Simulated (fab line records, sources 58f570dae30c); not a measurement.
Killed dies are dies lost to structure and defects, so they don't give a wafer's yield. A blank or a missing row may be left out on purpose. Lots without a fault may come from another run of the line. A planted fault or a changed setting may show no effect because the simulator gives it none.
Problem report in the 8D (eight disciplines) form, filled by code | flow berkeley_cmos170 | the parts of the form that need people (team, actions taken, sign-off) are left out

1. THE PROBLEM
V1_TEOS_THK at UCB170_V1_THK_MEAS_01 reads a mean of 1835 nm on 4 wafers of 2 lots; wafers without a fault read 1985 nm with a standard deviation of 29. That is -5.2 standard deviations from the usual mean.
First seen on wafer L165.3, day 11 05:44, on film_metro-01. The record holds 18 wafers of 6 lots with a number at this step. Rule for "out", or "out of limits": more than 4 standard deviations from the usual mean. The other wafers with a number count as sound.

2. WHAT IT IS AND WHAT IT IS NOT
question                    | is                             | is not
which readings at this step | V1_TEOS_THK                    | -
which lots                  | L163, L165                     | L152, L154, L172, L173
which wafers of those lots  | L163.1, L163.5, L165.3, L165.6 | L163.3, L165.4
read on which gauges        | film_metro-01, film_metro-03   | film_metro-02
when                        | from day 11 05:44              | up to then (7 sound wafers); but 7 sound wafers of L163, L172, L173 came after

3. SUSPECTS, AND WHAT RULES EACH OUT
Counting: a tool at a process step up to the reading stays a suspect if it ran every lot that is out. Sound lots after the first of them don't rule it out here, since some wafers of a struck lot are sound.
- the gauge at UCB170_V1_THK_MEAS_01: ruled out. The wafers that are out were read on 2 gauges (film_metro-01, film_metro-03).
- pecvd-03 at UCB170_V1_CVD_00 (deposits SiO2 from TEOS/O2, target thk 2000 nm, time 250 s): kept. It ran every lot that is out, first L165 (day 11 05:34); its last sound lot up to then is L152 (day 9 14:06).
- Within pecvd-03 at UCB170_V1_CVD_00: the wafers that are out ran in chamber 0; their sound lot-mates ran in chambers 1, 2.
Left after counting: pecvd-03 at UCB170_V1_CVD_00.

4. THE CAUSE (what the simulator had put in)
Process parameter drift: pecvd-03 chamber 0, from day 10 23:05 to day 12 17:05, at UCB170_V1_CVD_00. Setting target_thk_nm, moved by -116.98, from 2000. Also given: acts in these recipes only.
Counting left only this tool.

5. THE CHAIN OF EFFECTS, in route order
Each row: a reading whose mean over the struck wafers that have a number lies more than 3 standard deviations from the usual. Only readings for which the record gives a usual standard deviation are gone through. hours: the time from each lot's start at the first step in this table that gives one to its start at this step, as a median over the lots. sigmas: the change in usual standard deviations.
hours | step                  | reading     | usual   | on struck wafers | change | sigmas
0     | UCB170_V1_THK_MEAS_01 | V1_TEOS_THK | 1985 nm | 1835             | -150   | -5.2

6. WHAT WOULD HAVE CAUGHT IT SOONER
In this record the first reading out of limits at a measuring or inspecting step was taken at day 11 05:44, 7 hours after the fault began at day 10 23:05.
Of the tool readings at UCB170_V1_CVD_00 for which the record gives a usual standard deviation, none was out on any struck wafer, so an alarm limit of 4 standard deviations on them would not have fired.
Of the lots that are out (2), L163 began UCB170_V1_CVD_00 on pecvd-03 after day 11 05:44. A hold on the tool at that time would have spared it.
